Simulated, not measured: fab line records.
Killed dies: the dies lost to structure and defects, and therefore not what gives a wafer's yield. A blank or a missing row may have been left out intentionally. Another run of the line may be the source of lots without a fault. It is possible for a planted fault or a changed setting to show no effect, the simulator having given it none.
What tool caused it? + flow rit_cmos + Sampling: 7 lots, 21 wafers, 3 of 202 route steps

== WHAT EACH GAUGE READ, for each wafer ==
RIT_SILICIDE_RS_MEAS_02: measures by four-point-probe.
| lot  | measured    | on            | SILICIDE_TI_RS (ohm/sq) |
|------|-------------|---------------|-------------------------|
| L841 | day 3 18:55 | film_metro-04 | 47.1 47.1 47.3          |
| L843 | day 4 01:09 | film_metro-03 | 39.8 47.8 47.6          |
| L851 | day 5 16:41 | film_metro-03 | 48.3 48.4 49.1          |
| L855 | day 6 21:19 | film_metro-03 | 49.2 48.5 48.9          |
| L858 | day 7 15:14 | film_metro-02 | 48.5 48.7 49.1          |
| L860 | day 7 19:46 | film_metro-02 | 48.3 47.5 47.5          |
| L862 | day 8 03:59 | film_metro-03 | 48.7 48.4 47.7          |

== EACH LOT AND THE TOOL THAT RAN IT (in order: tool; ch and the chambers of the sampled wafers; start) ==
| lot  | RIT_GATE_STRIP_20                   | RIT_SILICIDE_SPUTTER_01     |
|------|-------------------------------------|-----------------------------|
| L841 | plasma_asher-03 ch 0,1, day 3 05:25 | pvd_sputter-03, day 3 18:43 |
| L843 | plasma_asher-04 ch 1, day 3 11:50   | pvd_sputter-03, day 4 00:59 |
| L851 | plasma_asher-03 ch 0,1, day 5 02:14 | pvd_sputter-04, day 5 16:32 |
| L855 | plasma_asher-02 ch 0,1, day 6 07:30 | pvd_sputter-04, day 6 21:10 |
| L858 | plasma_asher-03 ch 0,1, day 7 00:41 | pvd_sputter-01, day 7 15:02 |
| L860 | plasma_asher-04 ch 0,1, day 7 02:47 | pvd_sputter-01, day 7 19:35 |
| L862 | plasma_asher-03 ch 0,1, day 7 15:24 | pvd_sputter-01, day 8 03:50 |
- RIT_GATE_STRIP_20: strips in O2, time 180 s.
- RIT_SILICIDE_SPUTTER_01: material Ti, target thk 30 nm, time 240 s.

== THE ANSWER, worked out from the rows above alone ==
Rule: the usual values come from the lots themselves. The widest of any qualifying gaps counts: lots, ordered by their means at a reading, are off when they make up no more than a third of the lots, leave a main group of 4 or more, and stand apart from it by 3 or more times the standard deviation of that group's means. A main group is skipped when, at the precision printed for the reading in the tables above, its means are all equal. A lot without any number at a reading at which 4 lots or more have one is off too. Any other lot the step has rows for is counted as sound.
Off: L843, seen at RIT_SILICIDE_RS_MEAS_02 (SILICIDE_TI_RS). Main group: mean 48.2 ohm/sq, sd 0.6.
A tool fits if, at a process step before that reading, it ran every lot that is off, and no sound lot after the first of them. Those tools and the gauges at RIT_SILICIDE_RS_MEAS_02 are tried in the same way. One fits: pvd_sputter-03 at RIT_SILICIDE_SPUTTER_01. Its last sound lot is L841 (day 3 18:43), its first lot that is off L843 (day 4 00:59): a fault that began between those two fits.

== WHAT HAD BEEN PUT IN BY THE SIMULATOR ==
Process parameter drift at RIT_SILICIDE_SPUTTER_01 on pvd_sputter-03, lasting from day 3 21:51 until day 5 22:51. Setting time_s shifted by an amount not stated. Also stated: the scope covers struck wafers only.
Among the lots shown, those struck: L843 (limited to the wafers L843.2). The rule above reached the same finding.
